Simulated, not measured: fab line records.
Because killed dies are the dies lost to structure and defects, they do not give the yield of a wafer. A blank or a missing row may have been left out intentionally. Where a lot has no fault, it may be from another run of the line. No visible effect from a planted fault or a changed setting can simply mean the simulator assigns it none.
fab line records	flow berkeley_cmos170
[record] lots = 24	wafers = 72	last_day = 13
route steps=331 shown START@4 NLDD@168 CONTACT@231 V1@266 M2@289
lots that met no fault: taken from a fault-free run of the same line
start_h: start of the lot's first displayed wafer, in hours after the record's first day	wait_h: how many hours have passed since the lot's step before this one	" the same as in the row above	L1.1+2: one row covering several wafers at once	- no value, or no start given	* or withheld: withheld	< > ~ a bound
route shown NAME@n: names a module that has steps shown in the file, with the first one's number in the route	usual: mean and standard deviation over wafers with no fault	same: alike in all rows	chamber/n: place in a boat	sites: each site's reading	_std_site: standard deviation across them	_edge_site: inner sites' mean taken away from outer sites' mean	radius_mm: how far each site lies from the wafer's centre	mask NAME#n: copy n	behind: the tool/chamber that last shaped the wafer	hold: what put the lot on hold/how long, in hours/how the hold closed	device: whichever transistor did not switch (one of n, p or np)	end of line: the tests these same wafers got at the end of their route	step lacking rows: just its recipe	killed: the dies lost at the first sort to structure and to defects; this is not the yield of the wafer	map: shows each die of a wafer: x if killed, . if not, _ if none is there
set.NAME: setting as actually run; set.NAME@STEP: the setting as run at that earlier step	model.NAME: the simulator's own value behind a step, which no gauge read
a sample of lots followed through the steps of the route, with each step as a table and each wafer as a row
services: the hour from which a tool's chamber was out of use, counted from the record's first day as start_h (under 0 if before that day), plus the number of hours and why
[[steps]]
[step UCB170_START_THK_MEAS_03]
[recipe] reads = SiO2_of_START_OXIDATION_02
[usual] START_OXIDE_THK = 20.1/0.41
lot.wafer	tool	chamber	start_h	wait_h	START_OXIDE_THK[nm]
L074.2	film_metro-01	-	16.62	0.0	20.3
L074.3	"	-	"	"	20.5
L074.6	"	-	"	"	20.2
L075.1	film_metro-01	-	23.31	0.0	20.7
L075.2	"	-	"	"	20.6
L075.5	"	-	"	"	20.4
L076.1	film_metro-02	-	23.31	0.0	20.6
L076.2	"	-	"	"	20.5
L076.6	"	-	"	"	20.6
L077.1	film_metro-02	-	31.62	0.0	20.1
L077.2	"	-	"	"	19.9
L077.3	"	-	"	"	19.8
L078.1	film_metro-03	-	36.98	0.0	19.7
L078.2	"	-	"	"	19.7
L078.5	"	-	"	"	19.8
L079.4	film_metro-02	-	37.01	0.0	20.1
L079.5	"	-	"	"	19.8
L079.6	"	-	"	"	20.5
L080.1	film_metro-03	-	45.09	0.0	20.8
L080.2	"	-	"	"	20.3
L080.4	"	-	"	"	20.3
L081.1	film_metro-03	-	52.04	0.0	19.6
L081.5	"	-	"	"	19.9
L081.6	"	-	"	"	19.6
L082.1	film_metro-02	-	52.04	0.0	20.4
L082.3	"	-	"	"	20.5
L082.5	"	-	"	"	20.1
L083.2	film_metro-03	-	60.40	0.0	19.8
L083.4	"	-	"	"	19.4
L083.6	"	-	"	"	19.6
L084.1	film_metro-03	-	65.10	0.0	20.0
L084.2	"	-	"	"	19.8
L084.3	"	-	"	"	19.6
L085.1	film_metro-02	-	69.20	0.0	19.8
L085.4	"	-	"	"	19.8
L085.5	"	-	"	"	19.7
L086.3	film_metro-03	-	75.14	0.1	18.9
L086.4	"	-	"	"	19.1
L086.6	"	-	"	"	19.1
L088.1	film_metro-02	-	82.25	0.0	19.3
L088.4	"	-	"	"	19.9
L088.6	"	-	"	"	19.6
L087.2	film_metro-01	-	82.26	0.0	19.6
L087.3	"	-	"	"	20.1
L087.5	"	-	"	"	19.8
L089.1	film_metro-02	-	93.61	0.0	20.2
L089.2	"	-	"	"	20.5
L089.3	"	-	"	"	20.5
L090.2	film_metro-01	-	93.62	0.0	20.2
L090.4	"	-	"	"	20.0
L090.6	"	-	"	"	19.6
L091.1	film_metro-01	-	100.39	0.0	20.6
L091.2	"	-	"	"	20.3
L091.5	"	-	"	"	20.4
L092.2	film_metro-02	-	106.77	0.0	20.6
L092.3	"	-	"	"	20.8
L092.5	"	-	"	"	20.6
L094.1	film_metro-01	-	115.46	0.0	20.4
L094.3	"	-	"	"	20.0
L094.6	"	-	"	"	20.2
L093.3	film_metro-03	-	115.48	0.0	20.1
L093.4	"	-	"	"	20.2
L093.5	"	-	"	"	20.1
L095.3	film_metro-02	-	124.48	0.0	20.4
L095.4	"	-	"	"	20.3
L095.5	"	-	"	"	20.5
L096.1	film_metro-02	-	124.52	0.1	20.4
L096.3	"	-	"	"	20.3
L096.5	"	-	"	"	20.0
L097.1	film_metro-03	-	131.40	0.0	20.0
L097.4	"	-	"	"	20.0
L097.5	"	-	"	"	20.0
[step UCB170_NLDD_STRIP_10]
[recipe] chemistry = O2	power_w = 400	pressure_mtorr = 3500	platen_temp_c = withheld	o2_flow_sccm = 400	overash_fraction = 0.5
[usual] drypump_motor_current_A = 5.68/0.28	oes_product_au = 0.734/0.0046	strip_time_to_endpoint_s = 21.64/0.074
lot.wafer	tool	chamber	start_h	wait_h	drypump_motor_current_A	oes_product_au	rf_hours_counter_h	strip_time_to_endpoint_s
L075.1	plasma_asher-02	0	158.90	0.1	5.45	0.741	45	21.64
L075.2	"	1	"	"	5.88	0.732	45	21.59
L075.5	"	0	"	"	5.45	0.733	-	21.60
L074.2	plasma_asher-03	1	159.85	0.2	5.59	0.742	39	21.62
L074.3	"	0	"	"	6.03	0.736	-	21.66
L074.6	"	0	"	"	6.05	0.733	-	21.64
L077.1	plasma_asher-03	1	160.04	0.1	5.67	0.734	39	21.64
L077.2	"	0	"	"	6.05	0.732	39	21.55
L077.3	"	0	"	"	6.02	0.736	-	21.63
L076.1	plasma_asher-03	1	160.31	0.1	5.62	0.735	39	21.65
L076.2	"	0	"	"	6.06	0.726	39	21.67
L076.6	"	0	"	"	6.05	0.735	-	21.65
L079.4	plasma_asher-03	0	199.95	0.1	6.05	0.738	-	21.58
L079.5	"	0	"	"	6.02	0.732	-	21.61
L079.6	"	1	"	"	5.61	0.730	-	21.61
L080.1	plasma_asher-02	0	200.16	0.1	5.42	0.729	50	21.78
L080.2	"	1	"	"	5.89	0.737	50	21.79
L080.4	"	0	"	"	5.44	0.725	-	21.76
L081.1	plasma_asher-04	0	200.40	0.1	5.65	0.736	39	21.60
L081.5	"	1	"	"	5.05	0.735	-	21.62
L081.6	"	0	"	"	5.67	0.734	-	21.57
L078.1	plasma_asher-03	1	200.52	0.1	5.61	0.735	43	21.47
L078.2	"	0	"	"	6.04	0.737	43	21.46
L078.5	"	0	"	"	6.03	0.734	-	21.47
L082.1	plasma_asher-04	0	209.61	0.1	5.68	0.729	40	21.69
L082.3	"	0	"	"	5.67	0.734	-	21.66
L082.5	"	0	"	"	5.69	0.740	-	21.65
L083.2	plasma_asher-02	0	209.81	0.1	5.45	0.733	51	21.75
L083.4	"	1	"	"	5.87	0.731	-	21.74
L083.6	"	1	"	"	5.88	0.738	-	21.76
L085.1	plasma_asher-02	1	216.24	0.1	5.90	0.735	52	21.65
L085.4	"	0	"	"	5.44	0.737	-	21.57
L085.5	"	1	"	"	5.90	0.733	-	21.65
L084.1	plasma_asher-02	0	216.51	0.1	5.43	0.737	52	21.69
L084.2	"	1	"	"	5.87	0.737	52	21.65
L084.3	"	0	"	"	5.50	0.737	-	21.73
L088.1	plasma_asher-04	1	230.74	0.1	5.11	0.733	43	21.62
L088.4	"	0	"	"	5.66	0.732	-	21.56
L088.6	"	1	"	"	5.07	0.735	-	21.60
L087.2	plasma_asher-03	1	230.84	0.1	5.67	0.731	44	21.60
L087.3	"	0	"	"	6.06	0.738	-	21.65
L087.5	"	1	"	"	5.63	0.735	-	21.64
L086.3	plasma_asher-02	0	231.21	0.1	5.46	0.741	-	21.56
L086.4	"	1	"	"	5.87	0.730	-	21.59
L086.6	"	0	"	"	5.47	0.734	-	21.54
L090.2	plasma_asher-02	1	248.10	0.1	5.89	0.722	56	21.71
L090.4	"	1	"	"	5.89	0.737	-	21.64
L090.6	"	1	"	"	5.87	0.737	-	21.66
L089.1	plasma_asher-03	1	248.38	0.1	5.55	0.721	46	21.56
L089.2	"	0	"	"	6.01	0.729	46	21.53
L089.3	"	1	"	"	5.61	0.725	-	21.64
L091.1	plasma_asher-04	0	255.35	0.1	5.68	0.737	44	21.70
L091.2	"	1	"	"	5.07	0.739	44	21.73
L091.5	"	0	"	"	5.61	0.732	-	21.74
L092.2	plasma_asher-03	1	257.46	0.1	5.63	0.736	48	21.59
L092.3	"	1	"	"	5.59	0.725	-	21.63
L092.5	"	0	"	"	6.02	0.724	-	21.54
L093.3	plasma_asher-03	0	266.36	0.1	6.07	0.733	-	21.69
L093.4	"	1	"	"	5.63	0.737	-	21.65
L093.5	"	0	"	"	6.06	0.739	-	21.56
L096.1	plasma_asher-02	0	267.50	0.1	5.46	0.733	58	21.74
L096.3	"	1	"	"	5.89	0.732	-	21.72
L096.5	"	0	"	"	5.47	0.742	-	21.72
L094.1	plasma_asher-03	1	267.95	0.1	5.56	0.735	49	21.69
L094.3	"	0	"	"	6.04	0.735	-	21.67
L094.6	"	1	"	"	5.59	0.733	-	21.68
L095.3	plasma_asher-02	0	268.08	0.1	5.47	0.731	-	21.64
L095.4	"	1	"	"	5.88	0.737	-	21.68
L095.5	"	1	"	"	5.90	0.735	-	21.68
L097.1	plasma_asher-02	0	268.77	0.1	5.46	0.738	59	21.66
L097.4	"	0	"	"	5.47	0.741	-	21.56
L097.5	"	1	"	"	5.89	0.735	-	21.63
[step UCB170_CONTACT_CD_MEAS_15]
[recipe] target_cd_nm = 700
[usual] cd_nm = 700.0/1.6
lot.wafer	tool	chamber	start_h	wait_h	cd_nm
L075.1	cd_sem-02	-	176.11	-	698.7
L075.2	"	-	"	"	698.8
L075.5	"	-	"	"	698.0
L076.1	cd_sem-02	-	178.04	-	700.7
L076.2	"	-	"	"	700.8
L076.6	"	-	"	"	700.5
L074.2	cd_sem-02	-	178.20	-	699.4
L074.3	"	-	"	"	700.2
L074.6	"	-	"	"	700.4
L077.1	cd_sem-02	-	178.82	-	701.3
L077.2	"	-	"	"	700.3
L077.3	"	-	"	"	699.7
L081.1	cd_sem-01	-	217.29	-	698.9
L081.5	"	-	"	"	698.3
L081.6	"	-	"	"	698.8
L080.1	cd_sem-01	-	217.56	-	698.6
L080.2	"	-	"	"	699.1
L080.4	"	-	"	"	699.2
L078.1	cd_sem-02	-	219.09	-	699.0
L078.2	"	-	"	"	701.3
L078.5	"	-	"	"	699.7
L079.4	cd_sem-01	-	219.26	-	696.8
L079.5	"	-	"	"	697.9
L079.6	"	-	"	"	697.5
L082.1	cd_sem-02	-	225.29	-	699.0
L082.3	"	-	"	"	699.8
L082.5	"	-	"	"	699.4
L083.2	cd_sem-01	-	225.55	-	701.6
L083.4	"	-	"	"	701.1
L083.6	"	-	"	"	700.4
L085.1	cd_sem-01	-	232.98	-	697.3
L085.4	"	-	"	"	695.8
L085.5	"	-	"	"	697.2
L084.1	cd_sem-02	-	233.10	-	700.6
L084.2	"	-	"	"	700.3
L084.3	"	-	"	"	699.5
L087.2	cd_sem-01	-	254.64	-	700.8
L087.3	"	-	"	"	700.4
L087.5	"	-	"	"	699.9
L088.1	cd_sem-02	-	256.00	-	698.8
L088.4	"	-	"	"	700.8
L088.6	"	-	"	"	699.4
L086.3	cd_sem-01	-	256.76	-	700.4
L086.4	"	-	"	"	699.2
L086.6	"	-	"	"	699.3
L089.1	cd_sem-01	-	265.37	-	702.8
L089.2	"	-	"	"	703.7
L089.3	"	-	"	"	702.6
L090.2	cd_sem-02	-	267.34	-	698.6
L090.4	"	-	"	"	698.9
L090.6	"	-	"	"	698.7
L091.1	cd_sem-02	-	274.10	-	700.0
L091.2	"	-	"	"	700.8
L091.5	"	-	"	"	700.7
L092.2	cd_sem-02	-	276.99	-	700.9
L092.3	"	-	"	"	699.2
L092.5	"	-	"	"	700.9
L093.3	cd_sem-01	-	285.14	-	700.4
L093.4	"	-	"	"	700.5
L093.5	"	-	"	"	700.2
L095.3	cd_sem-01	-	288.08	-	704.6
L095.4	"	-	"	"	704.2
L095.5	"	-	"	"	703.2
L094.1	cd_sem-02	-	289.20	-	700.8
L094.3	"	-	"	"	702.3
L094.6	"	-	"	"	700.5
L097.1	cd_sem-01	-	289.43	-	698.9
L097.4	"	-	"	"	699.1
L097.5	"	-	"	"	698.2
L096.1	cd_sem-02	-	290.12	-	700.5
L096.3	"	-	"	"	702.5
L096.5	"	-	"	"	701.0
[step UCB170_V1_CD_MEAS_12]
[recipe] target_cd_nm = 700
[usual] cd_nm = 699.9/1.5
lot.wafer	tool	chamber	start_h	wait_h	cd_nm
L075.1	cd_sem-02	-	182.28	-	698.9
L075.2	"	-	"	"	698.8
L075.5	"	-	"	"	698.4
L076.1	cd_sem-01	-	183.71	-	700.9
L076.2	"	-	"	"	702.2
L076.6	"	-	"	"	701.0
L074.2	cd_sem-02	-	185.19	-	699.9
L074.3	"	-	"	"	699.4
L074.6	"	-	"	"	697.5
L077.1	cd_sem-01	-	185.52	-	701.9
L077.2	"	-	"	"	703.7
L077.3	"	-	"	"	700.2
L080.1	cd_sem-01	-	238.04	-	697.6
L080.2	"	-	"	"	697.9
L080.4	"	-	"	"	698.2
L081.1	cd_sem-01	-	238.52	-	699.3
L081.5	"	-	"	"	700.9
L081.6	"	-	"	"	701.2
L078.1	cd_sem-02	-	238.76	-	700.5
L078.2	"	-	"	"	701.7
L078.5	"	-	"	"	700.2
L082.1	cd_sem-02	-	239.04	-	699.1
L082.3	"	-	"	"	698.9
L082.5	"	-	"	"	699.7
L079.4	cd_sem-02	-	239.26	-	698.5
L079.5	"	-	"	"	699.1
L079.6	"	-	"	"	699.2
L083.2	cd_sem-01	-	239.95	-	699.7
L083.4	"	-	"	"	700.9
L083.6	"	-	"	"	700.6
L085.1	cd_sem-02	-	239.97	-	696.4
L085.4	"	-	"	"	696.6
L085.5	"	-	"	"	698.1
L084.1	cd_sem-01	-	243.85	-	699.9
L084.2	"	-	"	"	698.8
L084.3	"	-	"	"	701.0
L087.2	cd_sem-01	-	262.11	-	700.4
L087.3	"	-	"	"	700.0
L087.5	"	-	"	"	698.7
L086.3	cd_sem-02	-	264.34	-	700.4
L086.4	"	-	"	"	701.2
L086.6	"	-	"	"	700.6
L088.1	cd_sem-01	-	265.03	-	698.7
L088.4	"	-	"	"	697.2
L088.6	"	-	"	"	698.1
L089.1	cd_sem-01	-	273.82	-	702.0
L089.2	"	-	"	"	701.2
L089.3	"	-	"	"	701.5
L090.2	cd_sem-02	-	278.58	-	701.6
L090.4	"	-	"	"	700.8
L090.6	"	-	"	"	700.1
L091.1	cd_sem-01	-	281.85	-	696.3
L091.2	"	-	"	"	698.7
L091.5	"	-	"	"	697.0
L092.2	cd_sem-01	-	283.31	-	698.9
L092.3	"	-	"	"	699.2
L092.5	"	-	"	"	699.3
L093.3	cd_sem-01	-	291.19	-	701.6
L093.4	"	-	"	"	701.3
L093.5	"	-	"	"	701.7
L095.3	cd_sem-01	-	294.03	-	700.6
L095.4	"	-	"	"	700.9
L095.5	"	-	"	"	701.8
L094.1	cd_sem-01	-	296.34	-	700.3
L094.3	"	-	"	"	700.4
L094.6	"	-	"	"	701.5
L097.1	cd_sem-01	-	297.73	-	702.2
L097.4	"	-	"	"	699.5
L097.5	"	-	"	"	701.1
L096.1	cd_sem-02	-	298.01	-	700.5
L096.3	"	-	"	"	698.3
L096.5	"	-	"	"	698.7
[step UCB170_V1_CD_MEAS_90]
[recipe] target_cd_nm = 700
[usual] cd_nm = 699.6/1.5
lot.wafer	tool	chamber	start_h	wait_h	cd_nm
L075.1	cd_sem-02	-	182.71	0.1	699.5
L075.2	"	-	"	"	698.7
L075.5	"	-	"	"	698.3
L076.1	cd_sem-02	-	184.14	0.1	701.7
L076.2	"	-	"	"	702.1
L076.6	"	-	"	"	700.3
L074.2	cd_sem-02	-	185.63	0.1	699.0
L074.3	"	-	"	"	699.0
L074.6	"	-	"	"	696.2
L077.1	cd_sem-02	-	185.95	0.1	700.9
L077.2	"	-	"	"	703.8
L077.3	"	-	"	"	700.5
L080.1	cd_sem-02	-	238.47	0.1	697.5
L080.2	"	-	"	"	698.6
L080.4	"	-	"	"	697.6
L081.1	cd_sem-01	-	238.95	0.1	700.2
L081.5	"	-	"	"	699.9
L081.6	"	-	"	"	701.0
L078.1	cd_sem-01	-	239.20	0.1	700.1
L078.2	"	-	"	"	701.4
L078.5	"	-	"	"	700.7
L082.1	cd_sem-01	-	239.47	0.1	698.3
L082.3	"	-	"	"	698.8
L082.5	"	-	"	"	699.2
L079.4	cd_sem-02	-	239.70	0.1	696.9
L079.5	"	-	"	"	697.5
L079.6	"	-	"	"	698.6
L083.2	cd_sem-02	-	240.38	0.1	699.0
L083.4	"	-	"	"	700.9
L083.6	"	-	"	"	700.3
L085.1	cd_sem-01	-	240.40	0.1	696.4
L085.4	"	-	"	"	696.5
L085.5	"	-	"	"	696.8
L084.1	cd_sem-02	-	244.28	0.1	699.8
L084.2	"	-	"	"	699.4
L084.3	"	-	"	"	700.9
L087.2	cd_sem-02	-	262.58	0.1	700.0
L087.3	"	-	"	"	700.5
L087.5	"	-	"	"	698.0
L086.3	cd_sem-01	-	264.80	0.1	700.6
L086.4	"	-	"	"	699.7
L086.6	"	-	"	"	700.6
L088.1	cd_sem-02	-	265.48	0.1	698.7
L088.4	"	-	"	"	696.8
L088.6	"	-	"	"	698.1
L089.1	cd_sem-01	-	274.25	0.1	700.4
L089.2	"	-	"	"	699.8
L089.3	"	-	"	"	700.3
L090.2	cd_sem-02	-	279.07	0.1	701.0
L090.4	"	-	"	"	700.1
L090.6	"	-	"	"	699.2
L091.1	cd_sem-02	-	282.28	0.1	696.8
L091.2	"	-	"	"	698.7
L091.5	"	-	"	"	698.2
L092.2	cd_sem-01	-	283.74	0.1	699.5
L092.3	"	-	"	"	699.5
L092.5	"	-	"	"	698.6
L093.3	cd_sem-02	-	291.63	0.1	701.3
L093.4	"	-	"	"	700.6
L093.5	"	-	"	"	700.3
L095.3	cd_sem-01	-	294.47	0.1	700.5
L095.4	"	-	"	"	699.8
L095.5	"	-	"	"	699.6
L094.1	cd_sem-02	-	296.77	0.1	700.2
L094.3	"	-	"	"	700.6
L094.6	"	-	"	"	701.9
L097.1	cd_sem-01	-	298.17	0.1	702.8
L097.4	"	-	"	"	698.8
L097.5	"	-	"	"	700.7
L096.1	cd_sem-02	-	298.44	0.1	699.4
L096.3	"	-	"	"	698.7
L096.5	"	-	"	"	698.1
[step UCB170_M2_METAL_ETCH_18]
[recipe] chemistry = Cl2/BCl3	target = Al	stop_on = SiO2	pressure_mtorr = 12	target_depth_a = 11700	over_etch_frac = 0.3	time_s = 197.7	icp_w = 600	bias_w = 120	Cl2_flow_sccm = 90	bcl3_flow_sccm = 45
[usual] drypump_motor_current_A = 5.6/0.39	oes_product_au = 0.847/0.015	throttle_valve_pct = 24.2/0.31
lot.wafer	tool	chamber	start_h	wait_h	drypump_motor_current_A	oes_product_au	rf_hours_counter_h	throttle_valve_pct
L075.1	rie_metal-04	0	184.99	-	5.9	0.848	8	24.7
L075.2	"	1	"	"	5.4	0.815	13	24.6
L075.5	"	0	"	"	6.0	0.850	-	24.7
L076.1	rie_metal-03	0	186.61	-	5.6	0.866	1	23.9
L076.2	"	1	"	"	4.9	0.868	6	24.2
L076.6	"	0	"	"	5.6	0.859	-	23.9
L074.2	rie_metal-04	0	188.24	-	5.9	0.853	8	24.7
L074.3	"	1	"	"	5.5	0.833	-	24.6
L074.6	"	0	"	"	5.9	0.842	-	24.7
L077.1	rie_metal-04	1	188.63	-	5.4	0.816	14	24.6
L077.2	"	0	"	"	5.9	0.854	9	24.7
L077.3	"	0	"	"	5.9	0.847	-	24.7
L080.1	rie_metal-02	0	242.51	-	6.0	0.862	12	23.9
L080.2	"	1	"	"	6.0	0.846	5	24.1
L080.4	"	1	"	"	6.0	0.826	-	24.1
L081.1	rie_metal-03	0	242.78	-	5.6	0.869	2	23.9
L081.5	"	1	"	"	4.9	0.866	-	24.2
L081.6	"	0	"	"	5.6	0.859	-	23.9
L078.1	rie_metal-04	0	242.86	-	6.0	0.846	10	24.7
L078.2	"	1	"	"	5.4	0.831	15	24.6
L078.5	"	0	"	"	5.9	0.852	-	24.7
L082.1	rie_metal-02	1	243.60	-	5.9	0.828	6	24.2
L082.3	"	1	"	"	5.9	0.825	-	24.1
L082.5	"	0	"	"	6.0	0.852	-	23.9
L079.4	rie_metal-03	1	244.38	-	4.9	0.872	-	24.2
L079.5	"	0	"	"	5.6	0.871	-	23.9
L079.6	"	1	"	"	4.9	0.876	-	24.2
L085.1	rie_metal-04	0	244.77	-	6.0	0.848	10	24.7
L085.4	"	0	"	"	6.0	0.843	-	24.7
L085.5	"	0	"	"	6.0	0.845	-	24.7
L083.2	rie_metal-02	1	244.89	-	5.9	0.840	6	24.1
L083.4	"	1	"	"	6.0	0.830	-	24.2
L083.6	"	1	"	"	6.0	0.835	-	24.1
L084.1	rie_metal-03	1	250.20	-	4.9	0.847	7	24.2
L084.2	"	0	"	"	5.6	0.857	2	23.9
L084.3	"	1	"	"	4.9	0.856	-	24.2
L087.2	rie_metal-03	1	266.29	-	4.9	0.866	7	24.2
L087.3	"	0	"	"	5.6	0.869	-	23.9
L087.5	"	1	"	"	4.9	0.864	-	24.2
L086.3	rie_metal-02	1	268.70	-	6.0	0.829	-	24.2
L086.4	"	0	"	"	6.0	0.842	-	23.9
L086.6	"	1	"	"	6.0	0.842	-	24.1
L088.1	rie_metal-03	0	268.79	-	5.6	0.858	3	23.9
L088.4	"	0	"	"	5.6	0.857	-	23.9
L088.6	"	0	"	"	5.6	0.862	-	23.9
L089.1	rie_metal-04	0	278.48	-	6.0	0.845	11	24.7
L089.2	"	1	"	"	5.4	0.827	16	24.6
L089.3	"	0	"	"	5.9	0.855	-	24.7
L090.2	rie_metal-02	1	281.76	-	6.0	0.842	7	24.1
L090.4	"	1	"	"	6.0	0.829	-	24.1
L090.6	"	0	"	"	6.0	0.851	-	23.9
L091.1	rie_metal-04	0	284.80	-	5.9	0.848	11	24.7
L091.2	"	1	"	"	5.5	0.826	16	24.6
L091.5	"	1	"	"	5.4	0.814	-	24.6
L092.2	rie_metal-03	1	286.56	-	4.9	0.853	8	24.2
L092.3	"	0	"	"	5.6	0.848	-	23.9
L092.5	"	0	"	"	5.6	0.859	-	23.9
L093.3	rie_metal-03	0	294.50	-	5.6	0.866	-	23.9
L093.4	"	1	"	"	4.9	0.866	-	24.2
L093.5	"	0	"	"	5.6	0.863	-	23.9
L095.3	rie_metal-04	0	297.60	-	5.9	0.845	-	24.7
L095.4	"	1	"	"	5.5	0.832	-	24.6
L095.5	"	1	"	"	5.5	0.821	-	24.6
L094.1	rie_metal-02	1	299.16	-	6.0	0.825	8	24.2
L094.3	"	1	"	"	6.0	0.833	-	24.2
L094.6	"	1	"	"	6.0	0.829	-	24.1
L097.1	rie_metal-03	0	300.58	-	5.6	0.860	4	23.9
L097.4	"	1	"	"	5.0	0.853	-	24.2
L097.5	"	1	"	"	4.9	0.861	-	24.2
L096.1	rie_metal-02	1	300.87	-	5.9	0.835	8	24.1
L096.3	"	1	"	"	6.0	0.836	-	24.1
L096.5	"	1	"	"	5.9	0.848	-	24.1
[[services]]
tool	chamber	start_h	hours	kind
rie_metal-03	0	139.51	-	clean
rie_metal-03	0	139.51	29.4	scheduled_down
rie_metal-03	0	139.51	29.4	vent_cycle
rie_metal-02	1	143.92	3.6	repair
plasma_asher-04	-	168.81	3.6	repair
plasma_asher-04	-	172.44	4.7	repair
rie_metal-02	-	173.28	31.8	repair
rie_metal-02	0	194.98	2.9	repair
plasma_asher-03	-	207.39	14.6	pm
rie_metal-04	1	223.31	1.2	repair
plasma_asher-03	-	233.25	1.2	repair
plasma_asher-04	-	244.08	7.6	repair
rie_metal-02	0	293.01	-	clean
rie_metal-04	1	300.88	-	clean
[[key]]
fault none
